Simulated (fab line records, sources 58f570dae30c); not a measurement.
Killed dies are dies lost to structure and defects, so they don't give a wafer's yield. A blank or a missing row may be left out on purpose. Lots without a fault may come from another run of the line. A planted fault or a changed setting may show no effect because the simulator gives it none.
Which tool did it? | flow berkeley_cmos170 | 14 lots, 42 wafers sampled, at 6 steps of a route of 331

WHAT THE GAUGES READ, wafer by wafer
UCB170_GATE_THK_MEAS_02. Usual: GATE_OXIDE_THK 6.55 nm, standard deviation 0.14.
lot  | measured     | on            | GATE_OXIDE_THK (nm) | flag
L508 | day 6 05:13  | film_metro-04 | 6.31 6.48 6.31      |
L509 | day 6 16:35  | film_metro-01 | 6.49 6.50 6.57      |
L511 | day 6 18:13  | film_metro-01 | 6.44 6.47 6.34      |
L510 | day 6 18:13  | film_metro-03 | 6.47 6.68 6.64      |
L512 | day 6 18:13  | film_metro-04 | 6.74 6.78 6.89      |
L513 | day 7 15:53  | film_metro-04 | 6.72 6.82 6.68      |
L514 | day 7 22:34  | film_metro-03 | 6.65 6.77 6.63      |
L515 | day 7 22:36  | film_metro-01 | 6.56 6.48 6.49      |
L520 | day 8 17:17  | film_metro-04 | 6.55 6.50 6.66      |
L518 | day 8 17:20  | film_metro-04 | 6.60 6.65 6.69      |
L528 | day 10 07:50 | film_metro-03 | 6.42 6.57 6.45      |
L530 | day 10 07:51 | film_metro-01 | 6.69 6.72 6.67      |
L529 | day 10 07:52 | film_metro-04 | 6.44 6.55 6.60      |
L531 | day 11 01:29 | film_metro-04 | 6.66 6.56 6.75      |

UCB170_NSD_TW_MEAS_10. Usual: NSD_TW 4225, standard deviation 27.
lot  | measured     | on            | NSD_TW         | flag
L508 | day 7 03:55  | film_metro-01 | 4214 4229 4218 |
L509 | day 7 14:01  | film_metro-01 | 4235 4229 4212 |
L511 | day 7 14:08  | film_metro-03 | 4227 4223 4216 |
L510 | day 7 14:23  | film_metro-01 | 4236 4214 4220 |
L512 | day 7 14:39  | film_metro-03 | 4223 4214 4187 |
L513 | day 8 12:01  | film_metro-01 | 4241 4244 4244 |
L514 | day 8 19:36  | film_metro-03 | 4188 4197 4225 |
L515 | day 8 19:17  | film_metro-01 | 4238 4230 4257 |
L520 | day 9 14:47  | film_metro-01 | 4481 4479 4456 | OFF
L518 | day 9 15:33  | film_metro-02 | 4392 4344 4387 | OFF
L528 | day 11 04:29 | film_metro-03 | 4236 4247 4226 |
L530 | day 11 04:29 | film_metro-01 | 4239 4243 4210 |
L529 | day 11 04:44 | film_metro-01 | 4264 4255 4248 |
L531 | day 11 21:34 | film_metro-02 | 4188 4200 4165 |

UCB170_SDANNEAL_RS_MEAS_03: measures by four-point-probe. Usual: NSD_RS 37.15 ohm/sq, standard deviation 0.097.
lot  | measured     | on            | NSD_RS (ohm/sq)   | flag
L508 | day 7 05:53  | film_metro-03 | 37.24 37.13 37.23 |
L509 | day 7 15:19  | film_metro-01 | 37.32 37.21 37.35 |
L511 | day 7 16:07  | film_metro-03 | 37.05 37.22 37.15 |
L510 | day 7 15:59  | film_metro-01 | 37.24 37.11 37.15 |
L512 | day 7 16:35  | film_metro-01 | 37.39 37.41 37.42 |
L513 | day 8 13:20  | film_metro-03 | 37.26 37.09 37.22 |
L514 | day 8 20:58  | film_metro-03 | 37.12 37.14 37.17 |
L515 | day 8 20:43  | film_metro-01 | 37.22 37.26 37.32 |
L520 | day 9 16:07  | film_metro-02 | 30.02 30.11 30.07 | OFF
L518 | day 9 17:08  | film_metro-01 | 30.05 30.10 30.04 | OFF
L528 | day 11 05:43 | film_metro-03 | 37.15 37.17 37.14 |
L530 | day 11 05:50 | film_metro-01 | 37.08 37.07 37.02 |
L529 | day 11 05:58 | film_metro-02 | 37.16 37.09 37.01 |
L531 | day 11 23:25 | film_metro-03 | 37.12 37.15 37.05 |

WHICH TOOL RAN EACH LOT (tool, then ch and the chambers of the sampled wafers, then the start)
lot  | UCB170_NSD_IMPLANT_08           | UCB170_NSD_STRIP_09                  | UCB170_BACKSIDE_STRIP_03
L508 | implanter-03 ch 0, day 7 03:40  | plasma_asher-01 ch 0,1, day 7 03:49  | plasma_asher-02 ch 0,1, day 7 05:10
L509 | implanter-04 ch 0, day 7 13:47  | plasma_asher-04 ch 0,1, day 7 13:55  | plasma_asher-02 ch 0,1, day 7 14:41
L511 | implanter-03 ch 0, day 7 13:53  | plasma_asher-02 ch 0, day 7 14:02    | plasma_asher-04 ch 0,1, day 7 15:25
L510 | implanter-01 ch 0, day 7 14:08  | plasma_asher-01 ch 0,1, day 7 14:16  | plasma_asher-03 ch 0, day 7 15:27
L512 | implanter-03 ch 0, day 7 14:25  | plasma_asher-04 ch 0, day 7 14:32    | plasma_asher-04 ch 1, day 7 15:46
L513 | implanter-04 ch 0, day 8 11:47  | plasma_asher-01 ch 1, day 8 11:55    | plasma_asher-04 ch 0, day 8 12:46
L514 | implanter-01 ch 0, day 8 19:23  | plasma_asher-04 ch 0,1, day 8 19:30  | plasma_asher-04 ch 0,1, day 8 20:22
L515 | implanter-03 ch 0, day 8 19:02  | plasma_asher-01 ch 0,1, day 8 19:11  | plasma_asher-04 ch 0,1, day 8 20:09
L520 | implanter-04 ch 0, day 9 13:59  | plasma_asher-01 ch 0,1, day 9 14:41  | plasma_asher-02 ch 0,1, day 9 15:32
L518 | implanter-03 ch 0, day 9 14:58  | plasma_asher-04 ch 0,1, day 9 15:27  | plasma_asher-04 ch 0,1, day 9 16:35
L528 | implanter-03 ch 0, day 11 04:14 | plasma_asher-04 ch 0,1, day 11 04:23 | plasma_asher-03 ch 0,1, day 11 05:11
L530 | implanter-04 ch 0, day 11 04:16 | plasma_asher-02 ch 0,1, day 11 04:23 | plasma_asher-04 ch 0,1, day 11 05:10
L529 | implanter-01 ch 0, day 11 04:31 | plasma_asher-01 ch 0,1, day 11 04:38 | plasma_asher-02 ch 0,1, day 11 05:25
L531 | implanter-03 ch 0, day 11 21:19 | plasma_asher-02 ch 0,1, day 11 21:28 | plasma_asher-04 ch 0,1, day 11 22:54
- UCB170_NSD_IMPLANT_08
- UCB170_NSD_STRIP_09: strips in O2.
- UCB170_BACKSIDE_STRIP_03: strips in O2.

WHAT THE TOOLS THEMSELVES READ (means of the sampled wafers that have a number; where no wafer has one, the mark that the record gives instead)
UCB170_NSD_IMPLANT_08. Usual: beam_energy_keV 39.998, standard deviation 0.012; beam_on_s 10.01 s, standard deviation 0.19; faraday_current_uA 9247, standard deviation 170.
lot  | tool         | beam_energy_keV | beam_on_s (s) | faraday_current_uA | flag
L508 | implanter-03 | 39.993          | 10.13         | 9129               |
L509 | implanter-04 | 39.995          | 10.23         | 9030               |
L511 | implanter-03 | 39.997          | 9.97          | 9294               |
L510 | implanter-01 | 40.000          | 10.15         | 9125               |
L512 | implanter-03 | 40.002          | 9.92          | 9328               |
L513 | implanter-04 | 39.986          | 10.26         | 9053               |
L514 | implanter-01 | 40.011          | 9.87          | 9379               |
L515 | implanter-03 | 39.995          | 9.95          | 9290               |
L520 | implanter-04 | 40.010          | 10.00         | 9264               |
L518 | implanter-03 | 40.000          | 10.21         | 9082               |
L528 | implanter-03 | 40.006          | 10.02         | 9233               |
L530 | implanter-04 | 40.005          | 9.91          | 9348               |
L529 | implanter-01 | 39.998          | 9.92          | 9320               |
L531 | implanter-03 | 40.000          | 9.87          | 9372               |

UCB170_NSD_STRIP_09. Usual: drypump_motor_current_A 5.9 A, standard deviation 0.6; oes_product_au 0.533 a.u., standard deviation 0.005; strip_time_to_endpoint_s 35.78 s, standard deviation 0.066.
lot  | tool            | drypump_motor_current_A (A) | oes_product_au (a.u.) | strip_time_to_endpoint_s (s) | flag
L508 | plasma_asher-01 | 5.9                         | 0.532                 | 35.78                        |
L509 | plasma_asher-04 | 6.2                         | 0.531                 | 35.80                        |
L511 | plasma_asher-02 | 5.1                         | 0.535                 | 35.84                        |
L510 | plasma_asher-01 | 6.0                         | 0.537                 | 35.88                        |
L512 | plasma_asher-04 | 6.2                         | 0.533                 | 35.72                        |
L513 | plasma_asher-01 | 6.5                         | 0.537                 | 35.85                        |
L514 | plasma_asher-04 | 6.2                         | 0.538                 | 35.72                        |
L515 | plasma_asher-01 | 5.9                         | 0.532                 | 35.81                        |
L520 | plasma_asher-01 | 5.9                         | 0.483                 | 42.62                        | OFF
L518 | plasma_asher-04 | 6.3                         | 0.486                 | 42.79                        | OFF
L528 | plasma_asher-04 | 6.3                         | 0.537                 | 35.74                        |
L530 | plasma_asher-02 | 5.0                         | 0.532                 | 35.81                        |
L529 | plasma_asher-01 | 6.0                         | 0.529                 | 35.77                        |
L531 | plasma_asher-02 | 4.9                         | 0.532                 | 35.74                        |

UCB170_BACKSIDE_STRIP_03. Usual: drypump_motor_current_A 5.6 A, standard deviation 0.59; oes_product_au 0.735 a.u., standard deviation 0.0044; strip_time_to_endpoint_s 21.95 s, standard deviation 0.076.
lot  | tool            | drypump_motor_current_A (A) | oes_product_au (a.u.) | strip_time_to_endpoint_s (s) | flag
L508 | plasma_asher-02 | 5.0                         | 0.732                 | 21.86                        |
L509 | plasma_asher-02 | 5.1                         | 0.738                 | 22.03                        |
L511 | plasma_asher-04 | 6.3                         | 0.738                 | 21.92                        |
L510 | plasma_asher-03 | 5.2                         | 0.736                 | 22.07                        |
L512 | plasma_asher-04 | 6.3                         | 0.734                 | 21.93                        |
L513 | plasma_asher-04 | 6.2                         | 0.737                 | 21.91                        |
L514 | plasma_asher-04 | 6.3                         | 0.734                 | 22.02                        |
L515 | plasma_asher-04 | 6.2                         | 0.736                 | 21.91                        |
L520 | plasma_asher-02 | 5.0                         | 0.738                 | 22.03                        |
L518 | plasma_asher-04 | 6.3                         | 0.737                 | 21.94                        |
L528 | plasma_asher-03 | 5.2                         | 0.735                 | 22.11                        |
L530 | plasma_asher-04 | 6.3                         | 0.731                 | 21.90                        |
L529 | plasma_asher-02 | 5.0                         | 0.739                 | 21.97                        |
L531 | plasma_asher-04 | 6.2                         | 0.736                 | 21.99                        |

THE ANSWER, worked out from the rows above alone
Rule: a lot is off if the mean of its wafers that have a number lies more than 3 standard deviations from the usual mean. A lot without any number at a reading at which 4 lots or more have one is off too. The other lots that the step has rows for count as sound. The gauges are gone through in route order, then the tools' own readings, and for those a lot's mean is taken as printed above. The first step at which some lot is off is used, and at that step the reading that is off furthest; a lot without a number counts as furthest.
Off: L520, L518, at UCB170_NSD_TW_MEAS_10 (NSD_TW).
A tool fits if, at a process step before that reading, it ran every lot that is off, and no sound lot after the first of them. The gauges at UCB170_NSD_TW_MEAS_10 aren't tried: what is off there is off at UCB170_NSD_STRIP_09 too, on other tools, and a gauge's error can't cause that. None of those tried fits.

WHAT THE SIMULATOR HAD PUT IN
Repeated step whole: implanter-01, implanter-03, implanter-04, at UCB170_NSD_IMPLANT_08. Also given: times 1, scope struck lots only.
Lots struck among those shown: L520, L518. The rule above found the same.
